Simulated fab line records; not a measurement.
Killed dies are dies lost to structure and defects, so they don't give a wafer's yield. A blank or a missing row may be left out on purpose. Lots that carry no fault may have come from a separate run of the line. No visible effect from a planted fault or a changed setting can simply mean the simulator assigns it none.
A single fault, viewed from 2 desks + flow berkeleyCmos170 + numbers are kept per desk, each desk with only its own; the story behind them comes last

== AT THE TOOL OWNER'S DESK: rieDiel-04 ==
The tool's own readings at UCB170_CONTACT_ETCH_17 (etches BARC in N2/H2): means of the sampled wafers that have a number, for each lot that ran on this tool. If a lot's mean is further than 4 standard deviations from the usual mean, the lot is out of limits and carries the mark OUT (the distance appears in the brackets).
Columns: A = biasW at UCB170_CONTACT_ETCH_17, usual 99.99 W; B = drypumpMotorCurrentA at UCB170_CONTACT_ETCH_17, usual 5.6 A; C = h2FlowSccm at UCB170_CONTACT_ETCH_17, usual 200.0 sccm; D = oesProductAu at UCB170_CONTACT_ETCH_17, usual 1.001 a.u.; E = throttleValvePct at UCB170_CONTACT_ETCH_17, usual 13.30 %
| lot  | first seen here | A               | B   | C     | D     | E     |
|------|-----------------|-----------------|-----|-------|-------|-------|
| L137 | day 7 08:31     | 100.11          | 5.5 | 199.9 | 0.979 | 13.30 |
| L138 | day 7 23:23     | 100.30          | 5.8 | 199.7 | 0.994 | 13.33 |
| L143 | day 8 11:05     | 99.89           | 5.6 | 200.0 | 0.989 | 13.30 |
| L145 | day 8 12:20     | 88.25 (-39) OUT | 5.3 | 200.3 | 0.958 | 13.31 |
| L149 | day 9 16:15     | 88.17 (-39) OUT | 5.7 | 200.3 | 0.946 | 13.39 |
This desk finds L145, L149 out of limits, L145 being first, at day 8 12:20 (biasW at UCB170_CONTACT_ETCH_17). In limits: L137, L138, L143.

== THE METROLOGY DESK ==
What the gauges read for every lot (on any tool): the sampled wafers with a number, averaged. If a lot's mean is further than 4 standard deviations from the usual mean, the lot is out of limits and carries the mark OUT (the distance appears in the brackets).
Columns: A = PSD_RS at UCB170_SDANNEAL_RS_MEAS_02, usual 75.59 ohm/sq; B = SILICIDE_TI_THK at UCB170_SILICIDE_THK_MEAS_03, usual 29.4 nm
| lot  | first seen here | A     | B    |
|------|-----------------|-------|------|
| L137 | day 7 03:15     | 75.99 | 28.9 |
| L139 | day 7 13:56     | 75.54 | 29.1 |
| L140 | day 7 14:51     | 75.55 | 29.2 |
| L138 | day 7 15:02     | 75.87 | 29.4 |
| L142 | day 7 20:15     | 75.65 | 29.7 |
| L143 | day 8 05:32     | 75.68 | 29.3 |
| L145 | day 8 06:01     | 75.56 | 29.8 |
| L147 | day 9 02:55     | 75.73 | 29.5 |
| L149 | day 9 09:42     | 75.59 | 29.1 |
| L153 | day 10 05:40    | 75.40 | 29.2 |
| L152 | day 10 06:10    | 75.29 | 28.9 |
| L156 | day 10 15:53    | 75.83 | 29.0 |
| L157 | day 11 06:34    | 75.26 | 29.6 |
| L159 | day 11 16:28    | 75.92 | 28.8 |
This desk's verdict: no lot among the 14 shows anything out of limits.

== TAKEN TOGETHER ==
The tool owner's desk could have raised an alarm at day 8 12:20, on L145, L149.
The metrology desk saw nothing out of limits.
The metrology desk has L145, L149 on record, within its limits.
Of the lots named, all ran UCB170_CONTACT_ETCH_17 on rieDiel-04.

== WHAT WAS PUT IN BY THE SIMULATOR ==
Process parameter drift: rieDiel-04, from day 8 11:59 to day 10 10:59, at UCB170_CONTACT_ETCH_17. From 100, the setting biasW moved by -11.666. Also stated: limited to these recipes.
Lots struck among those shown: L145, L149.
How many hours passed from the start of the fault until each desk's first out-of-limits reading: the tool owner's desk, 0.
